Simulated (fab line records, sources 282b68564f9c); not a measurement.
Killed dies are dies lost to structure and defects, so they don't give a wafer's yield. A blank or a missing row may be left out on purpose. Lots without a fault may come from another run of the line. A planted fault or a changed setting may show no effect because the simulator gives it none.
A struck lot beside a sound one | flow rit_cmos | 43 steps out of a route of 202
Sound: wafers L359.1, L359.2, L359.6. Struck: wafer L366.4. (L366.3, L366.6 of the same lot were not struck and are left out.) The cause comes at the end.
At each step with rows: each side's tool, then ch and its chambers, then its first start. Under that, the readings that differ: sound wafers | struck wafers | difference of the means | sigmas: that difference in standard deviations of wafers without a fault.
alike: readings whose means differ by less than 2 such deviations, and words and numbers that are the same on both sides. not compared: withheld readings, readings that some wafer has no value for, bounds like >300 that may hide the same value, and numbers for which the record gives no deviation and whose values overlap.
The two part at a step that has a row with sigmas, a row that says differs or no value, or rows on one side only. Numbers that don't overlap but have no deviation are shown without sigmas and don't part them. A reading that every wafer of one side lacks parts them only if that side has two wafers or more.

first, 2 steps without rows for these wafers: RIT_REOX_CLEAN_02 (cleans in SC2, time 600 s); RIT_REOX_OXIDATION_03 (target thk 25.2 nm, ox time 5580 s).
RIT_REOX_THK_MEAS_04:
  sound on film_metro-01, day 5 10:29; struck on film_metro-01, day 6 20:04
  alike: REOX_OXIDE_THK
then, 6 steps without rows for these wafers: RIT_NLDD_HMDS_00 (prime time 60 s); RIT_NLDD_COAT_01 (resist thk 1000 nm); RIT_NLDD_SOFTBAKE_02 (time 60 s); RIT_NLDD_EXPOSE_03 (exposes mask M7, target cd 40700 nm); RIT_NLDD_PEB_04; RIT_NLDD_DEVELOP_05 (develop time 50 s).
RIT_NLDD_OVL_MEAS_06:
  sound on overlay-02, day 5 11:23; struck on overlay-01, day 6 21:06
  alike: NLDD_OVL
then, 2 steps without rows for these wafers: RIT_NLDD_HARDBAKE_07 (time 60 s); RIT_NLDD_IMPLANT_08.
RIT_NLDD_STRIP_09: strips in O2, time 180 s.
  sound on plasma_asher-04 ch 0,1, day 5 11:43; struck on plasma_asher-04 ch 0, day 6 21:29
  alike: drypump_motor_current_A
  not compared: rf_hours_counter_h
RIT_NLDD_TW_MEAS_10:
  sound on film_metro-02, day 5 11:54; struck on film_metro-02, day 6 21:37
  alike: NLDD_TW
then, 6 steps without rows for these wafers: RIT_PLDD_HMDS_00 (prime time 60 s); RIT_PLDD_COAT_01 (resist thk 1000 nm); RIT_PLDD_SOFTBAKE_02 (time 58.53 s); RIT_PLDD_EXPOSE_03 (exposes mask M8, target cd 40900 nm); RIT_PLDD_PEB_04; RIT_PLDD_DEVELOP_05 (develop time 50 s).
RIT_PLDD_OVL_MEAS_06:
  sound on overlay-01, day 5 12:49; struck on overlay-02, day 6 22:53
  reading       | sound       | struck | difference | sigmas
  PLDD_OVL (nm) | 2.0 2.3 1.5 | -2.7   | -4.6       | -3
then, 2 steps without rows for these wafers: RIT_PLDD_HARDBAKE_07 (time 60 s); RIT_PLDD_IMPLANT_08.
RIT_PLDD_STRIP_09: strips in O2, time 180 s.
  sound on plasma_asher-03 ch 0,1, day 5 13:08; struck on plasma_asher-03 ch 0, day 6 23:16
  alike: drypump_motor_current_A
  not compared: rf_hours_counter_h
RIT_PLDD_TW_MEAS_10:
  sound on film_metro-04, day 5 13:19; struck on film_metro-02, day 6 23:25
  reading | sound          | struck | difference | sigmas
  PLDD_TW | 2311 2311 2315 | 2369   | +57        | +2
then, 4 steps without rows for these wafers: RIT_SPACER_CLEAN_00 (cleans in SC1, time 600 s); RIT_SPACER_CLEAN_01 (cleans in dHF, time 30 s); RIT_SPACER_CLEAN_02 (cleans in SC2, time 600 s); RIT_SPACER_CVD_03 (deposits Si3N4 from SiH2Cl2/NH3, target thk 250 nm, time 3300 s).
RIT_SPACER_THK_MEAS_04:
  sound on film_metro-01, day 5 15:43; struck on film_metro-01, day 7 01:58
  alike: SPACER_NITRIDE_THK
RIT_SPACER_ETCHBACK_05: etches Si3N4 in SF6/CHF3, stops on SiO2, target depth 250 nm, time 240 s.
  sound on rie_diel-04 ch 1,2,3, day 5 15:46; struck on rie_diel-02 ch 0, day 7 02:01
  reading                | sound             | struck | difference | sigmas
  throttle_valve_pct (%) | 10.41 10.29 10.34 | 10.02  | -0.33      | -3
  alike: drypump_motor_current_A, oes_product_au
  not compared: rf_hours_counter_h
then, 2 steps without rows for these wafers: RIT_NSD_HMDS_00 (prime time 60 s); RIT_NSD_COAT_01 (resist thk 1000 nm).
RIT_NSD_SOFTBAKE_02: time 62.74 s.
  sound on litho_track-04 ch 0, day 5 16:13; struck on litho_track-03 ch 0, day 7 02:31
  alike: chill_plate_temp_C, plate_sensor_t_centre_C, plate_sensor_t_edge_C
then, 3 steps without rows for these wafers: RIT_NSD_EXPOSE_03 (exposes mask M9, target cd 40700 nm); RIT_NSD_PEB_04; RIT_NSD_DEVELOP_05 (develop time 50 s).
RIT_NSD_OVL_MEAS_06:
  sound on overlay-01, day 5 16:46; struck on overlay-02, day 7 03:01
  alike: NSD_OVL
then, 2 steps without rows for these wafers: RIT_NSD_HARDBAKE_07 (time 60 s); RIT_NSD_IMPLANT_08.
RIT_NSD_STRIP_09: strips in O2, time 180 s.
  sound on plasma_asher-01 ch 0,1, day 5 17:06; struck on plasma_asher-01 ch 0, day 7 03:25
  alike: drypump_motor_current_A
  not compared: rf_hours_counter_h
RIT_NSD_TW_MEAS_10:
  sound on film_metro-03, day 5 17:17; struck on film_metro-03, day 7 03:32
  alike: NSD_TW
RIT_M1_PROBE_99:
  sound on prober-02, day 6 03:23; struck on prober-01, day 7 13:35
  reading             | sound | struck                   | difference                   | sigmas
  hold                | - - - | await_dispo/3.7h/release | no value on the sound wafers |
  killed_at_front_end | 0 4 8 | 30                       | +26                          | +8
  killed_dies         | 0 4 8 | 30                       | +26                          | +8
  killed_on_rim       | 0 1 2 | 10                       | +9                           | +6
  alike: killed_at_M0_to_M3, killed_at_contacts, killed_open, killed_short

WHERE THEY PART
First at RIT_PLDD_OVL_MEAS_06; last, within this record, at RIT_M1_PROBE_99.

WHY: what the simulator had put in
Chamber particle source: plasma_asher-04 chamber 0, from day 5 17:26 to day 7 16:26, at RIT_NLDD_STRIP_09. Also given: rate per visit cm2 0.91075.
